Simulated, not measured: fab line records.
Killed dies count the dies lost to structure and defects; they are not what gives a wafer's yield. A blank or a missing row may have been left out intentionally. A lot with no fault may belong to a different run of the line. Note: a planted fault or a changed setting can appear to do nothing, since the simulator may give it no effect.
fab line records | flow berkeley-cmos170
record lots=14 wafers=42 last-day=13
route steps=331 shown NLDD@163 NSD@194 CONTACT@235 M3@325
lots untouched by any fault: they come from a run of this same line in which no faults occurred
start-h: start of the lot's first displayed wafer, in hours after the record's first day | wait-h: hours from the lot's prior step to this one | " unchanged from the row above | L1.1+2: a single row standing in for several wafers | - no value, or no start was given | * or withheld: withheld | < > ~ a bound
route shown NAME@n: NAME is a module with steps in the file, n the number in the route of the first one | usual: average and standard deviation across the fault-free wafers | same: alike in all rows | chamber/n: place in a boat | sites: each site's reading | _std_site: standard deviation across them | _edge_site: mean of outer sites minus mean of inner sites | radius-mm: for every site, how far away it sits from the centre of the wafer | mask NAME#n: copy n | behind: the last tool/chamber to shape the wafer | hold: why the lot was held/for how many hours/how that ended | device: which transistor (n, p or np) failed to switch | end of line: the route-end tests of the same wafers | a step with no rows: only its recipe | killed: at the first sort, the dies lost to defects and structure; wafer yield is something else | map: a wafer's dies, x killed, . not, _ none there
set.NAME: setting as actually run; set.NAME@STEP: the setting as run at that earlier step | model.NAME: the simulator's own value behind a step, which no gauge read
one table for each step of the route and one row for each wafer, over a sample of lots
services: a tool's chamber out of use, with start hour (start-h, from the record's first day; less than 0 if before it), hours out, and reason
## steps
# step UCB170_NLDD_DEVELOP_05
# recipe developer=TMAH develop-time-s=45 resist=KrF dev-temp-c=21
# usual chill-plate-temp-C=23.00/0.11 develop-time-s=45/0
# columns lot.wafer tool chamber start-h wait-h chill-plate-temp-C develop-time-s
L664.1 litho-track-01 0 160 - 23.06 45
L664.5 " 0 " " 23.18 45
L664.6 " 0 " " 23.20 45
L663.3 litho-track-04 0 161 - 23.00 45
L663.4 " 0 " " 22.95 45
L663.5 " 0 " " 23.15 45
L668.1 litho-track-02 0 172 - 22.90 45
L668.4 " 0 " " 22.92 45
L668.6 " 0 " " 22.97 45
L667.4 litho-track-02 0 174 - 23.05 45
L667.5 " 0 " " 23.03 45
L667.6 " 0 " " 23.14 45
L666.1 litho-track-04 0 174 - 23.09 45
L666.5 " 0 " " 22.90 45
L666.6 " 0 " " 22.99 45
L676.1 litho-track-02 0 218 - 23.07 45
L676.3 " 0 " " 22.82 45
L676.4 " 0 " " 23.09 45
L678.1 litho-track-01 - 230 - - -
L678.2 " - " " - -
L678.6 " - " " - -
L677.2 litho-track-01 - 230 - - -
L677.3 " - 231 - - -
L677.6 " - " " - -
L681.2 litho-track-02 0 242 - 22.98 45
L681.4 " 0 " " 23.12 45
L681.5 " 0 " " 23.02 45
L684.1 litho-track-04 0 260 - 23.02 45
L684.4 " 0 " " 23.11 45
L684.6 " 0 " " 23.11 45
L682.1 litho-track-04 0 261 - 22.87 45
L682.3 " 0 " " 22.79 45
L682.5 " 0 " " 22.78 45
L683.1 litho-track-04 0 261 - 22.88 45
L683.2 " 0 " " 22.96 45
L683.5 " 0 " " 23.12 45
L685.1 litho-track-01 0 263 - 23.12 45
L685.3 " 0 " " 23.07 45
L685.5 " 0 " " 23.11 45
L686.3 litho-track-01 0 263 - 22.97 45
L686.5 " 0 " " 22.96 45
L686.6 " 0 " " 22.88 45
# step UCB170_NSD_OVL_MEAS_07
# usual NSD_OVL=-1/4.8
# columns lot.wafer tool chamber start-h wait-h NSD_OVL[nm]
L664.1 overlay-02 - 168.03 0.1 -2
L664.5 " - " " -1
L664.6 " - " " 0
L663.3 overlay-01 - 172.36 0.1 15
L663.4 " - " " -4
L663.5 " - " " 2
L668.1 overlay-01 - 185.78 0.1 2
L668.4 " - " " 1
L668.6 " - " " 6
L667.4 overlay-01 - 186.20 0.1 1
L667.5 " - " " 4
L667.6 " - " " 1
L666.1 overlay-01 - 187.08 0.1 -3
L666.5 " - " " -1
L666.6 " - " " -4
L676.1 overlay-02 - 228.63 0.1 6
L676.3 " - " " 4
L676.4 " - " " 6
L677.2 overlay-02 - 239.41 0.1 -9
L677.3 " - " " -3
L677.6 " - " " -6
L678.1 overlay-02 - 239.68 0.1 -4
L678.2 " - " " -7
L678.6 " - " " -7
L681.2 overlay-02 - 255.98 0.1 -10
L681.4 " - " " -1
L681.5 " - " " -8
L682.1 overlay-02 - 272.86 0.1 4
L682.3 " - " " -1
L682.5 " - " " 8
L684.1 overlay-02 - 273.11 0.1 2
L684.4 " - " " -2
L684.6 " - " " 3
L685.1 overlay-02 - 273.23 0.1 -1
L685.3 " - " " -5
L685.5 " - " " -2
L683.1 overlay-01 - 273.41 0.1 -5
L683.2 " - " " -7
L683.5 " - " " 1
L686.3 overlay-01 - 274.95 0.1 -1
L686.5 " - " " 5
L686.6 " - " " 3
# step UCB170_CONTACT_STRIP_19
# recipe chemistry=O2 power-w=400 pressure-mtorr=3500 platen-temp-c=withheld o2-flow-sccm=400 overash-fraction=0.5
# usual drypump-motor-current-A=6.02/0.24 oes-product-au=0.725/0.0041
# same overash-fraction=0.5
# columns lot.wafer tool chamber start-h wait-h drypump-motor-current-A oes-product-au rf-hours-counter-h
L664.1 plasma-asher-01 0 176.27 - 6.30 0.726 34
L664.5 " 0 " " 6.29 0.727 -
L664.6 " 1 " " 5.75 0.724 -
L663.3 plasma-asher-03 1 179.59 - 5.60 0.722 -
L663.4 " 0 " " 6.13 0.722 -
L663.5 " 0 " " 6.14 0.727 -
L668.1 plasma-asher-04 0 194.44 - 6.18 0.727 45
L668.4 " 1 " " 6.06 0.724 -
L668.6 " 0 " " 6.16 0.728 -
L666.1 plasma-asher-03 0 197.60 - 6.13 0.722 49
L666.5 " 0 " " 6.13 0.730 -
L666.6 " 1 " " 5.60 0.729 -
L667.4 plasma-asher-04 0 197.91 - 6.22 0.727 -
L667.5 " 0 " " 6.21 0.730 -
L667.6 " 1 " " 6.07 0.728 -
L676.1 plasma-asher-03 1 237.84 - 5.60 0.720 54
L676.3 " 1 " " 5.61 0.732 -
L676.4 " 0 " " 6.15 0.728 -
L677.2 plasma-asher-01 1 246.78 - 5.73 0.723 43
L677.3 " 1 " " 5.73 0.727 -
L677.6 " 1 " " 5.75 0.727 -
L678.1 plasma-asher-04 0 252.29 - 6.13 0.717 51
L678.2 " 1 " " 6.05 0.722 51
L678.6 " 0 " " 6.12 0.727 -
L681.2 plasma-asher-01 1 263.90 - 5.77 0.722 45
L681.4 " 1 " " 5.78 0.730 -
L681.5 " 0 " " 6.32 0.719 -
L682.1 plasma-asher-01 0 280.60 - 6.30 0.727 47
L682.3 " 0 " " 6.35 0.727 -
L682.5 " 1 " " 5.75 0.724 -
L685.1 plasma-asher-01 1 281.00 - 5.75 0.724 47
L685.3 " 0 " " 6.32 0.728 -
L685.5 " 0 " " 6.33 0.716 -
L684.1 plasma-asher-01 0 281.28 - 6.32 0.724 47
L684.4 " 0 " " 6.30 0.724 -
L684.6 " 0 " " 6.34 0.727 -
L683.1 plasma-asher-01 0 284.86 - 6.33 0.724 48
L683.2 " 1 " " 5.72 0.728 48
L683.5 " 1 " " 5.74 0.732 -
L686.3 plasma-asher-03 0 285.17 - 6.16 0.730 -
L686.5 " 1 " " 5.61 0.721 -
L686.6 " 0 " " 6.14 0.728 -
# step UCB170_M3_OVL_MEAS_16
# usual M3_OVL=1/5.2
# columns lot.wafer tool chamber start-h wait-h M3_OVL[nm]
L664.1 overlay-01 - 194.84 0.1 -1
L664.5 " - " " -5
L664.6 " - " " 1
L663.3 overlay-02 - 200.84 0.1 3
L663.4 " - " " -4
L663.5 " - " " 5
L668.1 overlay-02 - 208.86 0.1 -3
L668.4 " - " " -1
L668.6 " - " " -13
L666.1 overlay-01 - 214.78 0.1 4
L666.5 " - " " -3
L666.6 " - " " -6
L667.4 overlay-01 - 216.91 0.1 0
L667.5 " - " " 8
L667.6 " - " " 2
L676.1 overlay-02 - 250.98 0.1 -2
L676.3 " - " " 3
L676.4 " - " " 3
L677.2 overlay-01 - 267.31 0.1 4
L677.3 " - " " -2
L677.6 " - " " 4
L678.1 overlay-01 - 272.96 0.1 0
L678.2 " - " " -3
L678.6 " - " " 2
L681.2 overlay-02 - 285.69 0.1 1
L681.4 " - " " -5
L681.5 " - " " 11
L682.1 overlay-02 - 298.16 0.1 7
L682.3 " - " " 7
L682.5 " - " " 14
L684.1 overlay-01 - 302.79 0.1 3
L684.4 " - " " -2
L684.6 " - " " 0
L683.1 overlay-01 - 303.02 0.1 3
L683.2 " - " " 4
L683.5 " - " " -1
L685.1 overlay-01 - 303.29 0.1 -1
L685.3 " - " " 3
L685.5 " - " " -5
L686.3 overlay-01 - 303.77 0.1 4
L686.5 " - " " 4
L686.6 " - " " -1
## services
# columns tool chamber start-h hours kind
plasma-asher-04 - 244.26 7.3 repair
plasma-asher-03 - 279.88 3.2 repair
plasma-asher-04 - 280.16 9.6 repair
## key
first-sign step=UCB170_NLDD_DEVELOP_05 reading=tool-record direction=missing
effect none on later readings
met-at UCB170_NLDD_DEVELOP_05
struck-lots L677,L678
sort-left-out L677.2,L677.3,L677.6,L678.1,L678.2,L678.6
tester-left-out L677,L678
not-acting-at UCB170_NSD_OVL_MEAS_07,UCB170_CONTACT_STRIP_19,UCB170_M3_OVL_MEAS_16
onset-between 160 230
fault kind=skipped-step-whole tool=litho-track-01 chamber=- onset-h=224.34 steps=UCB170_NLDD_DEVELOP_05 scope=struck-lots-only
# tester-left-out: of these lots the tester's yield and bins aren't shown, on N5 and GAA mostly nor the transistor test; their killed dies are dies lost to structure and defects alone, not to doping, threshold or leakage, so they don't give the yield
# sort-left-out: the simulated sort isn't trusted on such a fault, so these wafers' sort isn't shown, and their yield isn't known
